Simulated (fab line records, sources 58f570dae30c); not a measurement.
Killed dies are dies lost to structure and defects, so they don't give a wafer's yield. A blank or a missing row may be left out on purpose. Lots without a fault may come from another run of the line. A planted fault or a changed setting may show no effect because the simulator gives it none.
A struck lot beside a sound one | flow berkeley_cmos170 | 14 steps out of a route of 331
Sound: wafers L286.1, L286.3, L286.5. Struck: wafers L292.1, L292.2, L292.4. The cause comes at the end.
At each step with rows: each side's tool, then ch and its chambers, then its first start. Under that, the readings that differ: sound wafers | struck wafers | difference of the means | sigmas: that difference in standard deviations of wafers without a fault.
alike: readings whose means differ by less than 2 such deviations, and words and numbers that are the same on both sides. not compared: withheld readings, readings that some wafer has no value for, bounds like >300 that may hide the same value, and numbers for which the record gives no deviation and whose values overlap.
The two part at a step that has a row with sigmas, a row that says differs or no value, or rows on one side only. Numbers that don't overlap but have no deviation are shown without sigmas and don't part them. A reading that every wafer of one side lacks parts them only if that side has two wafers or more.

first, 1 step without rows for these wafers: UCB170_M2_PRE_CLEAN_00 (preclean etch time 60 s).
UCB170_M2_SPUTTER_01: material Al, target thk 900 nm, time 120 s.
  sound on pvd_sputter-04, day 10 14:08; struck on pvd_sputter-04, day 11 17:59
  alike: throttle_valve_pct
UCB170_M2_RS_MEAS_02: measures by four-point-probe.
  sound on film_metro-02, day 10 14:13; struck on film_metro-02, day 11 18:05
  alike: M2_AL_RS
UCB170_M2_THK_MEAS_03: measures by xrf.
  sound on film_metro-02, day 10 14:20; struck on film_metro-02, day 11 18:12
  alike: M2_AL_THK
then, 3 steps without rows for these wafers: UCB170_M2_HMDS_04 (prime time 60 s); UCB170_M2_COAT_05 (resist thk 900 nm); UCB170_M2_SOFTBAKE_06 (time 60 s).
UCB170_M2_STRIP_07: strips in O2.
  sound on plasma_asher-04 ch 0,1, day 10 15:02; struck on plasma_asher-01 ch 0,1, day 11 18:47
  alike: drypump_motor_current_A, oes_product_au, strip_time_to_endpoint_s
  not compared: rf_hours_counter_h
then, 4 steps without rows for these wafers: UCB170_M2_STRIP_08 (strips KrF in DMSO, time 600 s); UCB170_M2_COAT_09; UCB170_M2_COAT_10 (resist thk 900 nm); UCB170_M2_SOFTBAKE_11 (time 60 s).
UCB170_M2_EXPOSE_12: exposes mask METAL2, target cd 700 nm.
  sound on krf_scanner-01 ch 0, day 10 16:19; struck on krf_scanner-02, day 11 19:58
  no value came back on the struck wafers for exposure_dose_mJ_cm2, focus_offset_nm (nm); on the sound wafers exposure_dose_mJ_cm2 reads 25.97 25.99 25.96
  alike: mask
then, 1 step without rows for these wafers: UCB170_M2_PEB_13.

WHERE THEY PART
Only at UCB170_M2_EXPOSE_12, within this record.

WHY: what the simulator had put in
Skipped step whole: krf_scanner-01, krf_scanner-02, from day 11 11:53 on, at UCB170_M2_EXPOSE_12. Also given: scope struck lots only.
